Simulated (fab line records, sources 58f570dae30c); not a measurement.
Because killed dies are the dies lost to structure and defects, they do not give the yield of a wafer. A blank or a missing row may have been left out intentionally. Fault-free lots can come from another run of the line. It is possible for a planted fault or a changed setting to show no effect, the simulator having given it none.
fab line records + flow berkeley_cmos170
record
- lots=15
- wafers=45
- last_day=12
route steps=331 shown ZERO@10
lots that met no fault: taken from a fault-free run of the same line
start_h: hours from the record's first day to the start of the lot's first wafer shown + wait_h: hours elapsed since this lot's preceding step + " same as the row above + L1.1+2: a row that stands for several wafers + - no value present, or no start provided + * or withheld: withheld + < > ~ a bound
route shown NAME@n: names a module that has steps shown in the file, with the first one's number in the route + usual: mean/standard deviation taken from wafers without a fault + same: alike in all rows + chamber/n: place in a boat + sites: per-site readings + _std_site: the values' standard deviation + _edge_site: inner sites' mean taken away from outer sites' mean + radius_mm: for every site, how far away it sits from the centre of the wafer + mask NAME#n: copy n + behind: tool/chamber where the wafer was last shaped + hold: the reason the lot was held/the length of the hold in hours/how it ended + device: names the non-switching transistor (n, p or np) + end of line: the tests these same wafers got at the end of their route + for a step that has no rows: nothing shown but its recipe + killed: dies that structure and defects cost at the first sort, which is not the same as the wafer's yield + map: a wafer's dies, marking killed ones x, the rest . and places with no die _
set.NAME: the setting that was run; set.NAME@STEP: the one run at that earlier step + model.NAME: the simulator's own value behind a step, which no gauge read
route steps across a sampled set of lots; one table per step, one row per wafer
## steps
# step UCB170_ZERO_PEB_04
# recipe
- peb_temp_c=130
- peb_time_s=withheld
- resist=KrF
# usual
- chill_plate_temp_C=23.01/0.1
- exhaust_pa=45.2/0.86
- resist_line_temp_C=22.99/0.11
| lot.wafer | tool           | chamber | start_h | wait_h | chill_plate_temp_C | exhaust_pa | resist_line_temp_C |
|-----------|----------------|---------|---------|--------|--------------------|------------|--------------------|
| L330.1    | litho_track-03 | 0       | 18.27   | 0.3    | 22.96              | 45.1       | 22.88              |
| L330.2    | "              | 0       | "       | "      | 22.99              | 44.0       | 22.91              |
| L330.3    | "              | 0       | "       | "      | 22.84              | 45.1       | 22.93              |
| L332.2    | litho_track-02 | 0       | 26.73   | 0.1    | 23.12              | 46.0       | 23.13              |
| L332.3    | "              | 0       | "       | "      | 22.94              | 46.5       | 23.08              |
| L332.4    | "              | 0       | "       | "      | 22.95              | 47.3       | 23.04              |
| L333.1    | litho_track-04 | 0       | 35.37   | 0.3    | 23.25              | 44.4       | 22.82              |
| L333.2    | "              | 0       | "       | "      | 23.14              | 44.0       | 22.87              |
| L333.4    | "              | 0       | "       | "      | 23.11              | 45.8       | 22.79              |
| L334.3    | litho_track-03 | 0       | 39.54   | 0.1    | 22.89              | 43.6       | 22.99              |
| L334.4    | "              | 0       | "       | "      | 22.95              | 45.9       | 22.95              |
| L334.5    | "              | 0       | "       | "      | 23.07              | 44.4       | 23.01              |
| L335.1    | litho_track-03 | 0       | 45.44   | 0.8    | 22.98              | 45.8       | 22.95              |
| L335.2    | "              | 0       | "       | "      | 23.01              | 43.2       | 22.78              |
| L335.6    | "              | 0       | "       | "      | 23.17              | 46.1       | 22.79              |
| L337.3    | litho_track-03 | 0       | 51.65   | 0.3    | 22.86              | 46.7       | 23.04              |
| L337.4    | "              | 0       | "       | "      | 22.89              | 44.5       | 22.93              |
| L337.6    | "              | 0       | "       | "      | 23.02              | 44.9       | 22.96              |
| L338.1    | litho_track-03 | 0       | 56.15   | 0.7    | 23.11              | 45.9       | 23.01              |
| L338.5    | "              | 0       | "       | "      | 23.00              | 45.5       | 22.97              |
| L338.6    | "              | 0       | "       | "      | 23.03              | 45.5       | 22.96              |
| L340.1    | litho_track-04 | 0       | 70.10   | 0.1    | 22.86              | 44.1       | 23.05              |
| L340.2    | "              | 0       | "       | "      | 22.90              | 43.3       | 22.91              |
| L340.5    | "              | 0       | "       | "      | 22.83              | 44.6       | 22.89              |
| L344.4    | litho_track-02 | 0       | 89.08   | 0.7    | 23.11              | 45.6       | 22.86              |
| L344.5    | "              | 0       | "       | "      | 23.00              | 45.5       | 22.94              |
| L344.6    | "              | 0       | "       | "      | 22.84              | 46.1       | 22.92              |
| L345.2    | litho_track-03 | -       | 92.24   | 0.2    | -                  | -          | -                  |
| L345.5    | "              | -       | "       | "      | -                  | -          | -                  |
| L345.6    | "              | -       | "       | "      | -                  | -          | -                  |
| L346.1    | litho_track-04 | -       | 98.77   | 0.1    | -                  | -          | -                  |
| L346.3    | "              | -       | "       | "      | -                  | -          | -                  |
| L346.4    | "              | -       | "       | "      | -                  | -          | -                  |
| L347.2    | litho_track-02 | -       | 105.66  | 0.1    | -                  | -          | -                  |
| L347.3    | "              | -       | "       | "      | -                  | -          | -                  |
| L347.5    | "              | -       | "       | "      | -                  | -          | -                  |
| L351.1    | litho_track-02 | 0       | 123.25  | 0.1    | 23.14              | 44.3       | 23.02              |
| L351.2    | "              | 0       | "       | "      | 23.04              | 44.6       | 23.09              |
| L351.5    | "              | 0       | "       | "      | 23.13              | 45.6       | 23.17              |
| L352.1    | litho_track-04 | 0       | 128.22  | 0.2    | 22.96              | 44.5       | 23.07              |
| L352.2    | "              | 0       | "       | "      | 22.94              | 43.6       | 23.11              |
| L352.5    | "              | 0       | "       | "      | 22.96              | 45.6       | 23.09              |
| L353.1    | litho_track-04 | 0       | 137.70  | 0.1    | 23.06              | 46.8       | 23.12              |
| L353.2    | "              | 0       | "       | "      | 23.15              | 46.1       | 23.02              |
| L353.4    | "              | 0       | "       | "      | 23.13              | 45.4       | 23.07              |
## key
first_sign
- step=UCB170_ZERO_PEB_04
- reading=tool_record
- direction=missing
effect none on later readings
met_at UCB170_ZERO_PEB_04
struck_lots L345,L346,L347
later_rows_left_out L345.2,L345.5,L345.6,L346.1,L346.3,L346.4,L347.2,L347.3,L347.5
sort_left_out L345.2,L345.5,L345.6,L346.1,L346.3,L346.4,L347.2,L347.3,L347.5
tester_left_out L345,L346,L347
onset_between 89.08 92.24
fault
- kind=skipped_step_whole
- tool=litho_track-02,litho_track-03,litho_track-04
- chamber=-
- onset_h=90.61
- steps=UCB170_ZERO_PEB_04
- scope=struck_lots_only
# tester_left_out: of these lots the tester's yield and bins aren't shown, on N5 and GAA mostly nor the transistor test; their killed dies are dies lost to structure and defects alone, not to doping, threshold or leakage, so they don't give the yield
# sort_left_out: the simulated sort isn't trusted on such a fault, so these wafers' sort isn't shown, and their yield isn't known
# later_rows_left_out: the simulator's readings of these wafers behind a module that went badly wrong aren't trusted and aren't shown, but for the sort
